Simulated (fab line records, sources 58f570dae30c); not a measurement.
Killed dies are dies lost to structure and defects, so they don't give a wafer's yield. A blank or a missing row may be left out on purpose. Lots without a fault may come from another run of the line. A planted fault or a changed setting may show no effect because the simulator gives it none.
A struck lot beside a sound one | flow berkeley_cmos170 | 14 steps out of a route of 331
Sound: wafers L953.1, L953.2, L953.6. Struck: wafers L969.1, L969.2, L969.3. The cause comes at the end.
At each step with rows: each side's tool, then ch and its chambers, then its first start. Under that, the readings that differ: sound wafers | struck wafers | difference of the means | sigmas: that difference in standard deviations of wafers without a fault.
alike: readings whose means differ by less than 2 such deviations, and words and numbers that are the same on both sides. not compared: withheld readings, readings that some wafer has no value for, bounds like >300 that may hide the same value, and numbers for which the record gives no deviation and whose values overlap.
The two part at a step that has a row with sigmas, a row that says differs or no value, or rows on one side only. Numbers that don't overlap but have no deviation are shown without sigmas and don't part them. A reading that every wafer of one side lacks parts them only if that side has two wafers or more.

first, 1 step without rows for these wafers: UCB170_GATE_WET_ETCH_00 (etches SiO2 in dHF, time 200 s).
UCB170_FIELD_THK_MEAS_91:
  sound on film_metro-01, day 6 21:22; struck on film_metro-04, day 9 21:45
  alike: FIELD_OXIDE_LEFT_2_THK
then, 1 step without rows for these wafers: UCB170_GATE_OXIDATION_01 (target thk 6.6 nm, ox time 1800 s).
UCB170_GATE_THK_MEAS_02:
  sound on film_metro-01, day 7 01:34; struck on film_metro-02, day 10 03:23
  alike: GATE_OXIDE_THK
then, 2 steps without rows for these wafers: UCB170_GATE_ANNEAL_03 (time 1800 s); UCB170_GATE_CVD_04 (deposits poly-Si from SiH4, time 1440 s, target thk 214 nm).
UCB170_GATE_THK_MEAS_05:
  sound on film_metro-02, day 7 08:23; struck on film_metro-03, day 10 11:53
  alike: GATE_POLY_THK
then, 5 steps without rows for these wafers: UCB170_GATE_COAT_06; UCB170_GATE_COAT_07 (resist thk 900 nm); UCB170_GATE_SOFTBAKE_08 (time 60 s); UCB170_GATE_EXPOSE_09 (exposes mask POLY, target cd 350 nm); UCB170_GATE_PEB_10.
UCB170_GATE_DEVELOP_11: develop time 45 s.
  sound on litho_track-03 ch 0, day 7 09:00; struck on litho_track-01, day 10 12:00
  no value came back on the struck wafers for chill_plate_temp_C (C), develop_time_s (s), exhaust_pa (Pa); on the sound wafers chill_plate_temp_C (C) reads 22.97 22.91 22.95
  reading                               | sound             | struck            | difference | sigmas
  model.KrF_of_GATE_COAT_07.thk_nm (nm) | 880.1 883.5 882.8 | 898.9 896.4 897.5 | +15.5      |
UCB170_GATE_CD_MEAS_12: target cd 350 nm.
  sound on cd_sem-01, day 7 09:25; struck on cd_sem-01, day 10 12:51
  reading    | sound             | struck | difference                    | sigmas
  cd_nm (nm) | 350.0 350.5 351.3 | - - -  | no value on the struck wafers |

WHERE THEY PART
First at UCB170_GATE_DEVELOP_11; last, within this record, at UCB170_GATE_CD_MEAS_12.

WHY: what the simulator had put in
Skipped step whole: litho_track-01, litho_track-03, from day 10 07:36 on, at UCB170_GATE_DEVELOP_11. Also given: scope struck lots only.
